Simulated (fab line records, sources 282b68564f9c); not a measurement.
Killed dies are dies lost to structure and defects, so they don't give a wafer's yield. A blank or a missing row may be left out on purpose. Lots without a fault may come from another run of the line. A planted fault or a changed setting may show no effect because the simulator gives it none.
A struck lot beside a sound one | flow rit_cmos | 22 steps out of a route of 202
Sound: wafers L335.2, L335.4, L335.5. Struck: wafers L348.1, L348.2, L348.6. The cause comes at the end.
At each step with rows: each side's tool, then ch and its chambers, then its first start. Under that, the readings that differ: sound wafers | struck wafers | difference of the means | sigmas: that difference in standard deviations of wafers without a fault.
alike: readings whose means differ by less than 2 such deviations, and words and numbers that are the same on both sides. not compared: withheld readings, readings that some wafer has no value for, bounds like >300 that may hide the same value, and numbers for which the record gives no deviation and whose values overlap.
The two part at a step that has a row with sigmas, a row that says differs or no value, or rows on one side only. Numbers that don't overlap but have no deviation are shown without sigmas and don't part them. A reading that every wafer of one side lacks parts them only if that side has two wafers or more.

first, 6 steps without rows for these wafers: RIT_PSD_HMDS_00 (prime time 60 s); RIT_PSD_COAT_01 (resist thk 1000 nm); RIT_PSD_SOFTBAKE_02 (time 60 s); RIT_PSD_EXPOSE_03 (exposes mask M10, target cd 40900 nm); RIT_PSD_PEB_04; RIT_PSD_DEVELOP_05 (develop time 50 s).
RIT_PSD_OVL_MEAS_06:
  sound on overlay-01, day 4 08:50; struck on overlay-02, day 7 03:28
  alike: PSD_OVL
then, 2 steps without rows for these wafers: RIT_PSD_HARDBAKE_07 (time 60 s); RIT_PSD_IMPLANT_08.
RIT_PSD_STRIP_09: strips in O2, time 180 s.
  sound on plasma_asher-01 ch 0,1, day 4 09:10; struck on plasma_asher-04 ch 0,1, day 7 03:48
  alike: drypump_motor_current_A
  not compared: rf_hours_counter_h
RIT_PSD_TW_MEAS_10:
  sound on film_metro-02, day 4 09:21; struck on film_metro-01, day 7 03:59
  reading | sound          | struck         | difference | sigmas
  PSD_TW  | 3450 3455 3451 | 3402 3407 3408 | -46        | -2
then, 1 step without rows for these wafers: RIT_SDANNEAL_CLEAN_00 (cleans in SC1, time 600 s).
RIT_SDANNEAL_CLEAN_01: cleans in dHF, time 30 s.
  sound on wet_bench-03 ch 2, day 4 09:35; struck on wet_bench-03 ch 2, day 7 04:13
  reading                                     | sound           | struck            | difference | sigmas
  run_length_s (s)                            | 56.1 56.1 56.1  | 182.4 182.4 182.4 | +126.3     | +47
  model.SiO2_of_FOX2_OXIDATION_00.thk_nm (nm) | 161 160.9 163.3 | 127.9 127.4 122.2 | -35.9      |
then, 1 step without rows for these wafers: RIT_SDANNEAL_CLEAN_02 (cleans in SC2, time 600 s).
RIT_SDANNEAL_RTA_03: time 5 s.
  sound on rtp_anneal-01 ch 0, day 4 09:47; struck on rtp_anneal-02 ch 0, day 7 04:24
  alike: wafer_temp_C_max
RIT_SDANNEAL_RS_MEAS_04: measures by four-point-probe.
  sound on film_metro-01, day 4 09:52; struck on film_metro-03, day 7 04:28
  alike: PSD_RS
RIT_SDANNEAL_RS_MEAS_05: measures by four-point-probe.
  sound on film_metro-01, day 4 09:59; struck on film_metro-03, day 7 04:35
  alike: NSD_RS
RIT_SDANNEAL_RS_MEAS_06: measures by four-point-probe.
  sound on film_metro-01, day 4 10:06; struck on film_metro-03, day 7 04:42
  alike: PLDD_RS
RIT_SDANNEAL_RS_MEAS_07: measures by four-point-probe.
  sound on film_metro-01, day 4 10:13; struck on film_metro-03, day 7 04:49
  alike: NLDD_RS
RIT_SILICIDE_WET_ETCH_00: etches SiO2 in BOE, target depth 14 nm, time 15 s.
  sound on wet_bench-02 ch 2, day 4 10:19; struck on wet_bench-01 ch 1, day 7 04:56
  reading                                     | sound             | struck            | difference | sigmas
  model.SiO2_of_FOX2_OXIDATION_00.thk_nm (nm) | 145.3 145.2 147.5 | 112.4 111.8 106.6 | -35.7      |
RIT_SILICIDE_SPUTTER_01: material Ti, target thk 30 nm, time 240 s.
  sound on pvd_sputter-01, day 4 10:20; struck on pvd_sputter-04, day 7 04:57
  alike: throttle_valve_pct
RIT_M1_PROBE_99:
  sound on prober-02, day 4 17:35; struck on prober-01, day 7 11:42
  reading                             | sound                | struck               | difference | sigmas
  model.etest.pplus_sal.width_nm (nm) | 3447 3459 3414       | 3527 3542 3541       | +97        |
  model.etest.nplus_sal.width_nm (nm) | 3454 3451 3446       | 3513 3526 3521       | +70        |
  model.etest.field_p_metal.vt_v (V)  | -28.89 -29.59 -29.87 | -26.75 -26.53 -27.02 | +2.68      |
  model.etest.nplus_sal.line_ohm_um   | 1.23 1.265 1.244     | 1.221 1.208 1.199    | -0.037     |
  model.etest.pplus_sal.line_ohm_um   | 1.235 1.262 1.257    | 1.207 1.221 1.171    | -0.052     |
  alike: killed_at_contacts, killed_at_front_end, killed_dies, killed_open, killed_short

WHERE THEY PART
First at RIT_PSD_TW_MEAS_10; last, within this record, at RIT_SDANNEAL_CLEAN_01. Later steps at which nothing parts them and some readings are alike: RIT_SDANNEAL_RTA_03, RIT_SDANNEAL_RS_MEAS_04, RIT_SDANNEAL_RS_MEAS_05, RIT_SDANNEAL_RS_MEAS_06, RIT_SDANNEAL_RS_MEAS_07, RIT_SILICIDE_SPUTTER_01, RIT_M1_PROBE_99.

WHY: what the simulator had put in
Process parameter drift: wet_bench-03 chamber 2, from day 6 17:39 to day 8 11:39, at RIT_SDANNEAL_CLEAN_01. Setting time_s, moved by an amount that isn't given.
